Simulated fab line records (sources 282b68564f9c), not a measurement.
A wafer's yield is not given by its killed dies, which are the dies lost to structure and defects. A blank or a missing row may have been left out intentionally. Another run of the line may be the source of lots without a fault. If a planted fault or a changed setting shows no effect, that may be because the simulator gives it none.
The tool behind it: which one?	flow rit cmos	7 lots, 21 wafers sampled, at 2 steps of a route of 202

== WHAT THE GAUGES SHOWED, per wafer ==
RIT_NWELL_TW_MEAS_10.
lot	measured	on	NWELL_TW
L262	day 2 08:11	film metro-04	2129 2138 2127
L264	day 2 18:18	film metro-04	2140 2141 2119
L268	day 3 15:32	film metro-04	2145 2132 2133
L274	day 4 20:32	film metro-01	2134 2134 2135
L279	day 5 20:52	film metro-01	2127 2115 2121
L281	day 6 05:53	film metro-04	2131 2126 2125
L283	day 6 15:49	film metro-01	2129 2134 2123

== EACH LOT AND THE TOOL THAT RAN IT (in order: tool; ch and the chambers of the sampled wafers; start) ==
lot	RIT_NWELL_IMPLANT_08
L262	implanter-03 ch 0, day 2 07:52
L264	implanter-03 ch 0, day 2 17:59
L268	implanter-04 ch 0, day 3 15:13
L274	implanter-04 ch 0, day 4 20:13
L279	implanter-04 ch 0, day 5 20:33
L281	implanter-03 ch 0, day 6 05:34
L283	implanter-04 ch 0, day 6 15:31
- RIT_NWELL_IMPLANT_08

== THE ANSWER, worked out from the rows above alone ==
Rule: the usual values come from the lots themselves. Put in order of their means at a reading, lots are off if they are a third of the lots or fewer, leave a main group of 4 or more, and stand apart from it by a gap of 3 or more times the standard deviation of the main group's means; of several such gaps the widest counts. The tables above print the reading to a certain number of digits; a main group whose means all agree to those digits is not used. Also off: a lot with no number at a reading for which 4 or more lots have one. All remaining lots with rows at the step are treated as sound.
Across all readings shown, no lot is off: no conclusion can be drawn from this.

== WHAT THE SIMULATOR PUT IN ==
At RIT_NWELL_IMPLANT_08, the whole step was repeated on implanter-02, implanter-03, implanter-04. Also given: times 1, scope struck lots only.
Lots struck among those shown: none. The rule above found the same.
